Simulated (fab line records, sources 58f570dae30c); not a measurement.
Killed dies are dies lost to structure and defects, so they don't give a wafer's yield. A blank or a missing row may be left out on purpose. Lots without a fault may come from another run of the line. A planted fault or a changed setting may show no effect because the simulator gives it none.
Which tool did it? | flow berkeley_cmos170 | 14 lots, 42 wafers sampled, at 3 steps of a route of 331

WHAT THE GAUGES READ, wafer by wafer
UCB170_GATE_THK_MEAS_05. Usual: GATE_POLY_THK 213.2 nm, standard deviation 2.5.
lot  | measured     | on            | GATE_POLY_THK (nm) | flag
L279 | day 6 04:51  | film_metro-01 | 211.9 215.3 211.6  |
L278 | day 6 04:52  | film_metro-02 | 215.0 214.8 215.1  |
L281 | day 6 23:11  | film_metro-02 | 213.8 213.6 213.2  |
L282 | day 6 23:11  | film_metro-03 | 214.6 216.2 214.2  |
L285 | day 7 17:40  | film_metro-02 | 212.4 213.0 211.4  |
L286 | day 8 02:57  | film_metro-03 | 212.7 213.4 212.4  |
L292 | day 9 05:29  | film_metro-01 | 211.8 213.6 215.8  |
L293 | day 9 15:28  | film_metro-02 | 219.9 218.7 219.6  |
L297 | day 9 20:26  | film_metro-02 | 211.4 211.4 211.3  |
L295 | day 9 20:29  | film_metro-02 | 209.5 212.6 214.2  |
L296 | day 9 20:33  | film_metro-02 | 208.8 208.4 209.3  |
L298 | day 10 20:52 | film_metro-03 | 212.7 212.2 214.0  |
L300 | day 10 20:52 | film_metro-02 | 213.2 212.3 211.3  |
L299 | day 10 20:55 | film_metro-03 | 209.7 211.5 209.2  |

UCB170_GATE_OVL_MEAS_13. Usual: GATE_OVL -2 nm, standard deviation 5.9.
lot  | measured     | on         | GATE_OVL (nm) | flag
L279 | day 6 06:08  | overlay-01 | 0 3 -9        |
L278 | day 6 05:53  | overlay-02 | -8 -2 -8      |
L281 | day 7 00:32  | overlay-02 | 4 0 -6        |
L282 | day 7 00:39  | overlay-01 | 8 1 4         |
L285 | day 7 18:47  | overlay-01 | 10 12 14      |
L286 | day 8 04:35  | overlay-01 | -4 3 -4       |
L292 | day 9 07:25  | overlay-01 | -3 -8 -4      |
L293 | day 9 17:07  | overlay-01 | 0 -2 -7       |
L297 | day 9 21:27  | overlay-01 | 5 1 9         |
L295 | day 9 21:41  | overlay-02 | -8 -7 -8      |
L296 | day 9 21:58  | overlay-01 | 6 1 2         |
L298 | day 10 22:13 | overlay-01 | -2 -4 -3      |
L300 | day 10 22:14 | overlay-02 | 1 -3 -6       |
L299 | day 10 22:29 | overlay-01 | 0 1 0         |

UCB170_PLDD_CD_MEAS_06: target cd 1200 nm. Usual: cd_nm 1199.9 nm, standard deviation 1.3.
lot  | measured     | on        | cd_nm (nm)           | flag
L279 | day 6 07:40  | cd_sem-02 | 1199.7 1198.9 1199.1 |
L278 | day 6 07:25  | cd_sem-02 | 1199.8 1198.4 1199.8 |
L281 | day 7 02:14  | cd_sem-02 | 1200.1 1199.5 1199.5 |
L282 | day 7 02:22  | cd_sem-02 | 1200.2 1200.2 1198.7 |
L285 | day 7 22:53  | cd_sem-02 | 1197.3 1200.0 1198.3 |
L286 | day 8 06:03  | cd_sem-01 | 1198.8 1200.0 1199.8 |
L292 | day 9 09:44  | cd_sem-01 | 1199.5 1200.1 1200.1 |
L293 | day 9 18:53  | cd_sem-02 | 1199.7 1200.8 1198.5 |
L297 | day 9 22:52  | cd_sem-01 | 1199.2 1199.4 1200.5 |
L295 | day 9 23:11  | cd_sem-01 | 1203.3 1201.3 1201.4 |
L296 | day 9 23:20  | cd_sem-02 | 1198.6 1200.2 1198.9 |
L298 | day 10 23:44 | cd_sem-02 | 1198.8 1200.8 1201.2 |
L300 | day 10 23:56 | cd_sem-02 | 1197.6 1197.7 1196.7 |
L299 | day 11 00:11 | cd_sem-02 | 1200.7 1200.1 1200.3 |

WHICH TOOL RAN EACH LOT (tool, then ch and the chambers of the sampled wafers, then the start)
The record holds no process step before these readings.

WHAT THE TOOLS THEMSELVES READ (means of the sampled wafers that have a number; where no wafer has one, the mark that the record gives instead)
The record holds no such reading with a usual standard deviation.

THE ANSWER, worked out from the rows above alone
Rule: a lot is off if the mean of its wafers that have a number lies more than 3 standard deviations from the usual mean. A lot without any number at a reading at which 4 lots or more have one is off too. The other lots that the step has rows for count as sound. The gauges are gone through in route order, then the tools' own readings, and for those a lot's mean is taken as printed above. The first step at which some lot is off is used, and at that step the reading that is off furthest; a lot without a number counts as furthest.
No lot is off at any reading shown: from this, nothing can be told.

WHAT THE SIMULATOR HAD PUT IN
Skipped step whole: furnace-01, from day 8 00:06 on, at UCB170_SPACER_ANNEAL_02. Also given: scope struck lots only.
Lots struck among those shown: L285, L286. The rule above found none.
